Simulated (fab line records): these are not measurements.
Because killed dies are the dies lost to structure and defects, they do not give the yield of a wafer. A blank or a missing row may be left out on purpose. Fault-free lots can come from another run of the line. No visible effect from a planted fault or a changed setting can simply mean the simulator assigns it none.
A single fault, viewed from 2 desks || flow berkeley cmos170 || only its own numbers are on each desk; what lay behind them is given at the end

== TOOL OWNER'S DESK, implanter-04 ==
The tool's own readings at UCB170_PFIELD_IMPLANT_07, given as means over the sampled wafers that have a number, one for each lot that went through this tool. The brackets show how far a lot's mean lies from the usual mean; more than 4 standard deviations puts the lot out of limits, marked OUT.
Columns: A = beam energy keV at UCB170_PFIELD_IMPLANT_07, usual 80.000; B = faraday current uA at UCB170_PFIELD_IMPLANT_07, usual 63.6
{"lot": "L596", "first seen here": "day 4 12:05", "A": 80.000, "B": 62.6}
{"lot": "L598", "first seen here": "day 4 17:25", "A": 80.008, "B": 63.4}
{"lot": "L607", "first seen here": "day 6 15:22", "A": "63.060 (-99 or more) OUT", "B": 65.0}
{"lot": "L610", "first seen here": "day 7 02:14", "A": "63.013 (-99 or more) OUT", "B": 62.4}
This desk's verdict: out of limits on L607, L610, starting with L607 at day 6 15:22 (beam energy keV at UCB170_PFIELD_IMPLANT_07). L596, L598: within limits.

== AT THE METROLOGY DESK ==
Means of the sampled wafers that have a number, per lot and without regard to the tool the lot ran on: this is what the gauges read. The brackets show how far a lot's mean lies from the usual mean; more than 4 standard deviations puts the lot out of limits, marked OUT.
Columns: A = PWELL_TW at UCB170_PWELL_TW_MEAS_17, usual 377; B = PFIELD_TW at UCB170_PFIELD_TW_MEAS_09, usual 596
{"lot": "L597", "first seen here": "day 3 02:23", "A": 373, "B": 602}
{"lot": "L596", "first seen here": "day 3 02:38", "A": 379, "B": 586}
{"lot": "L600", "first seen here": "day 3 14:22", "A": 378, "B": 590}
{"lot": "L598", "first seen here": "day 3 14:53", "A": 379, "B": 587}
{"lot": "L605", "first seen here": "day 4 23:52", "A": 371, "B": 595}
{"lot": "L607", "first seen here": "day 5 10:44", "A": 382, "B": 582}
{"lot": "L610", "first seen here": "day 5 22:06", "A": 382, "B": 583}
{"lot": "L611", "first seen here": "day 6 06:04", "A": 382, "B": 603}
{"lot": "L612", "first seen here": "day 6 14:34", "A": 374, "B": 593}
{"lot": "L613", "first seen here": "day 6 20:19", "A": 378, "B": 597}
{"lot": "L614", "first seen here": "day 6 20:25", "A": 377, "B": 595}
{"lot": "L615", "first seen here": "day 7 02:05", "A": 378, "B": 601}
{"lot": "L618", "first seen here": "day 7 13:49", "A": 382, "B": 599}
{"lot": "L619", "first seen here": "day 7 22:04", "A": 376, "B": 592}
This desk's finding: nothing out of limits on any of the 14 lots.

== BROUGHT TOGETHER ==
On L607, L610, at day 6 15:22, an alarm was possible from the tool owner's desk.
The metrology desk saw nothing out of limits.
The metrology desk has L607, L610 on record, within its limits.
Of the lots named, all ran UCB170_PFIELD_IMPLANT_07 on implanter-04.

== WHAT THE SIMULATOR HAD PUT IN ==
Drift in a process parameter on implanter-04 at UCB170_PFIELD_IMPLANT_07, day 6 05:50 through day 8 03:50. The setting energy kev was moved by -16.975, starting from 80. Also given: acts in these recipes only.
Shown lots that were struck: L607, L610.
How many hours passed from the start of the fault until each desk's first out-of-limits reading: the tool owner's desk, 10.
